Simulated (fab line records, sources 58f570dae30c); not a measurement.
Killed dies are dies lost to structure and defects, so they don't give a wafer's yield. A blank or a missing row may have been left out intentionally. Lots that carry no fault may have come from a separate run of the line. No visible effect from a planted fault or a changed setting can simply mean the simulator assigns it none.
Split-lot study + flow berkeley cmos170 + 23 wafers read across 5 lots, on a route 331 steps long

## ON THE SPLIT
At UCB170_M3_SPUTTER_01 (material Al, target thk 900 nm, time 120 s), the setting power w was moved away from the recipe's 6000 W on 6 of the 23 wafers read, by -5.8% to +8.2%. The other wafers ran this setting at the recipe's value.

## FROM THE SPLIT TO THE READING: what the file shows between them, 5 steps
- UCB170_M3_RS_MEAS_02: measures by four-point-probe
- UCB170_M3_THK_MEAS_03: measures by xrf
- UCB170_M3_PEB_13 (also split here: peb temp c)
- UCB170_M3_DEVELOP_14: develop time 42.86 s
- UCB170_M3_ETCH_17: etches BARC in N2/H2

## THE READING
oes product au, in a.u., at UCB170_M3_METAL_ETCH_18 (etches Al in Cl2/BCl3, stops on SiO2, target depth 1170 nm, time 195 s). On this fab line, fault-free wafers typically give 0.859 a.u. with a standard deviation of 0.012 a.u.

| wafer  | tool, chamber at the split | power w as run, W | against the recipe | oes product au, a.u. | against lot-mates on the recipe |
|--------|----------------------------|-------------------|--------------------|----------------------|---------------------------------|
| L075.1 | pvd sputter-04, -          | 6000              | recipe             | 0.871                | -                               |
| L075.2 | pvd sputter-04, -          | 6000              | recipe             | 0.844                | -                               |
| L075.5 | pvd sputter-04, -          | 6000              | recipe             | 0.838                | -                               |
| L079.1 | pvd sputter-03, -          | 5652              | -5.8%              | 0.852                | -0.022                          |
| L079.3 | pvd sputter-03, -          | 6000              | recipe             | 0.872                | -                               |
| L079.4 | pvd sputter-03, -          | 6000              | recipe             | 0.874                | -                               |
| L079.5 | pvd sputter-03, -          | 5652              | -5.8%              | 0.844                | -0.030                          |
| L079.6 | pvd sputter-03, -          | 6000              | recipe             | 0.876                | -                               |
| L080.1 | pvd sputter-01, -          | 5662              | -5.6%              | 0.832                | -0.025                          |
| L080.3 | pvd sputter-01, -          | 6000              | recipe             | 0.859                | -                               |
| L080.4 | pvd sputter-01, -          | 6000              | recipe             | 0.855                | -                               |
| L080.5 | pvd sputter-01, -          | 6000              | recipe             | 0.857                | -                               |
| L080.6 | pvd sputter-01, -          | 5662              | -5.6%              | 0.832                | -0.025                          |
| L083.1 | pvd sputter-03, -          | 6000              | recipe             | 0.854                | -                               |
| L083.3 | pvd sputter-03, -          | 6494              | +8.2%              | 0.889                | +0.038                          |
| L083.4 | pvd sputter-03, -          | 6494              | +8.2%              | 0.904                | +0.053                          |
| L083.5 | pvd sputter-03, -          | 6000              | recipe             | 0.852                | -                               |
| L083.6 | pvd sputter-03, -          | 6000              | recipe             | 0.846                | -                               |
| L084.2 | pvd sputter-04, -          | 6000              | recipe             | 0.867                | -                               |
| L084.3 | pvd sputter-04, -          | 6000              | recipe             | 0.865                | -                               |
| L084.4 | pvd sputter-04, -          | 6000              | recipe             | 0.859                | -                               |
| L084.5 | pvd sputter-04, -          | 6000              | recipe             | 0.871                | -                               |
| L084.6 | pvd sputter-04, -          | 6000              | recipe             | 0.853                | -                               |

FIT RESULTS
A straight line over all 23 wafers: oes product au changes by +0.00398 a.u. for each +1% of power w; r = +0.79; the points scatter about the line by 0.011 a.u.
The same after taking each lot's own level away (the mean of its wafers on the recipe; 23 wafers): +0.00505 a.u. for each +1%; r = +0.93; scatter 0.0072 a.u.
According to that fit, moving power w by its largest amount changes the reading by 0.042 a.u.
The lots' own levels span 0.8507 to 0.8740 a.u., that is 1.9 times the standard deviation above.
So the lot-to-lot level blurs the effect unless lot-mates are compared.
Check: with one of the wafers moved furthest among these (+8.2%) left out of the fit, the line predicts +0.0444 a.u. for it against its lot-mates. Against them it came out at +0.0383 a.u.

## OTHER SPLITS ON THESE WAFERS
Note: prior to the reading, these wafers also went through further splits. Each is held against what the fit with the lots' levels taken away leaves over:
| other split on the same wafers | wafers away from the commonest value | r with oes product au (lot level and that fit taken away) |
|--------------------------------|--------------------------------------|-----------------------------------------------------------|
| UCB170_V2_EXPOSE_09 dose mj    | 4                                    | -0.11                                                     |
| UCB170_M3_PEB_13 peb temp c    | 2                                    | +0.00                                                     |

## THE WHOLE CHAIN: every reading that the file lists as answering this split, in the file's order
| step                    | what it does                                                           | reading                                                                     | change (the file's fit)                   | r (the file's) |
|-------------------------|------------------------------------------------------------------------|-----------------------------------------------------------------------------|-------------------------------------------|----------------|
| UCB170_M3_SPUTTER_01    | material Al, target thk 900 nm, time 120 s                             | Al_of_M3_SPUTTER_01.thk nm (the simulator's own value, which no gauge read) | +9.17 nm for each +1% of the setting      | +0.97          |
| UCB170_M3_RS_MEAS_02    | measures by four-point-probe                                           | M3_AL_RS                                                                    | -0.000329 for each +1% of the setting     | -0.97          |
| UCB170_M3_THK_MEAS_03   | measures by xrf                                                        | M3_AL_THK                                                                   | +9.37 for each +1% of the setting         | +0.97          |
| UCB170_M3_METAL_ETCH_18 | etches Al in Cl2/BCl3, stops on SiO2, target depth 1170 nm, time 195 s | oes product au                                                              | +0.00501 a.u. for each +1% of the setting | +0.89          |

## FILE'S OWN FIT
oes product au changes by +0.00501 a.u. for each +1% of power w, r = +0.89.
